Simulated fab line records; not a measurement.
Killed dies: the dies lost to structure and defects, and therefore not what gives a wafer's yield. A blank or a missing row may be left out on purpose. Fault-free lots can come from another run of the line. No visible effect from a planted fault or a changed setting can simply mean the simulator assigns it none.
Split-lot study | flow berkeleyCmos170 | 5 lots, 23 wafers read, on a route of 331 steps

## THE SPLIT ITSELF
At UCB170_ZERO_COAT_01 (resist thk 900 nm), the setting spinRpm was moved away from the recipe's 1500 rpm on 7 of the 23 wafers read, by -4.9% to +5.7%. This setting was run at the recipe's value on the other wafers.

The reading comes from the split's own step.

## THE READING
KrF_of_ZERO_COAT_01.thkNm (the simulator's own value, which no gauge read), in nm, at UCB170_ZERO_COAT_01 (resist thk 900 nm). There is no usual value for it anywhere in the file. Here, 16 wafers ran the recipe; their average is 898.5 nm with a standard deviation of 2.3 nm.

wafer  | tool, chamber at the split | spinRpm as run, rpm | against the recipe | KrF_of_ZERO_COAT_01.thkNm, nm | against lot-mates on the recipe
L074.1 | lithoTrack-01, 0           | 1500                | recipe             | 899.9                         | -
L074.2 | lithoTrack-01, 0           | 1447                | -3.5%              | 913.7                         | +14.9
L074.3 | lithoTrack-01, 0           | 1447                | -3.5%              | 912.1                         | +13.3
L074.4 | lithoTrack-01, 0           | 1447                | -3.5%              | 914.3                         | +15.5
L074.5 | lithoTrack-01, 0           | 1500                | recipe             | 897.8                         | -
L075.2 | lithoTrack-04, 0           | 1500                | recipe             | 896.3                         | -
L075.4 | lithoTrack-04, 0           | 1500                | recipe             | 895.6                         | -
L075.5 | lithoTrack-04, 0           | 1500                | recipe             | 898.6                         | -
L077.1 | lithoTrack-01, 0           | 1427                | -4.9%              | 920.2                         | +24.2
L077.3 | lithoTrack-01, 0           | 1500                | recipe             | 896.8                         | -
L077.4 | lithoTrack-01, 0           | 1500                | recipe             | 894.5                         | -
L077.5 | lithoTrack-01, 0           | 1500                | recipe             | 896.6                         | -
L077.6 | lithoTrack-01, 0           | 1427                | -4.9%              | 918.5                         | +22.5
L081.1 | lithoTrack-01, 0           | 1500                | recipe             | 903.2                         | -
L081.2 | lithoTrack-01, 0           | 1586                | +5.7%              | 875.3                         | -26.1
L081.3 | lithoTrack-01, 0           | 1500                | recipe             | 900.3                         | -
L081.4 | lithoTrack-01, 0           | 1500                | recipe             | 900.6                         | -
L081.5 | lithoTrack-01, 0           | 1586                | +5.7%              | 878.5                         | -22.9
L084.2 | lithoTrack-04, 0           | 1500                | recipe             | 900.5                         | -
L084.3 | lithoTrack-04, 0           | 1500                | recipe             | 899.2                         | -
L084.4 | lithoTrack-04, 0           | 1500                | recipe             | 901.1                         | -
L084.5 | lithoTrack-04, 0           | 1500                | recipe             | 896.4                         | -
L084.6 | lithoTrack-04, 0           | 1500                | recipe             | 899.4                         | -

THE FIT
A straight line over all 23 wafers: KrF_of_ZERO_COAT_01.thkNm changes by -4.02 nm for each +1% of spinRpm; r = -0.98; the points scatter about the line by 2.2 nm.
The same after taking each lot's own level away (the mean of its wafers on the recipe; 23 wafers): -4.39 nm for each +1%; r = -0.99; scatter 1.5 nm.
Per that fit: largest spinRpm move, reading shift of 25 nm.
From 895.97 to 901.37 nm: that is the span of the lots' own levels, equal to 2.4 times the standard deviation above.
The two slopes agree, so the slope changes little with the lot-to-lot level.
Check: for one of the wafers moved furthest among these (+5.7%), held out of the fit, the line's prediction against its lot-mates is -24.6 nm. Against them it came out at -26.1 nm.

## THE OTHER SPLITS THESE WAFERS WENT THROUGH
These wafers also went through other splits before the reading. Each is held against what the fit with the lots' levels taken away leaves over:
other split on the same wafers    | wafers away from the commonest value | r with KrF_of_ZERO_COAT_01.thkNm (lot level and that fit taken away)
UCB170_START_OXIDATION_02 oxTimeS | 15                                   | +0.12

## THE WHOLE CHAIN: every reading that the file lists as answering this split, in the file's order
step                 | what it does      | reading                                                                    | change (the file's fit)              | r (the file's)
UCB170_ZERO_COAT_01  | resist thk 900 nm | KrF_of_ZERO_COAT_01.thkNm (the simulator's own value, which no gauge read) | -4.42 nm for each +1% of the setting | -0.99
UCB170_ZERO_STRIP_07 | strips in O2      | stripTimeToEndpointS                                                       | withheld for each +1% of the setting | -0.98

## FILE'S OWN FIT
KrF_of_ZERO_COAT_01.thkNm changes by -4.42 nm for each +1% of spinRpm, r = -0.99.
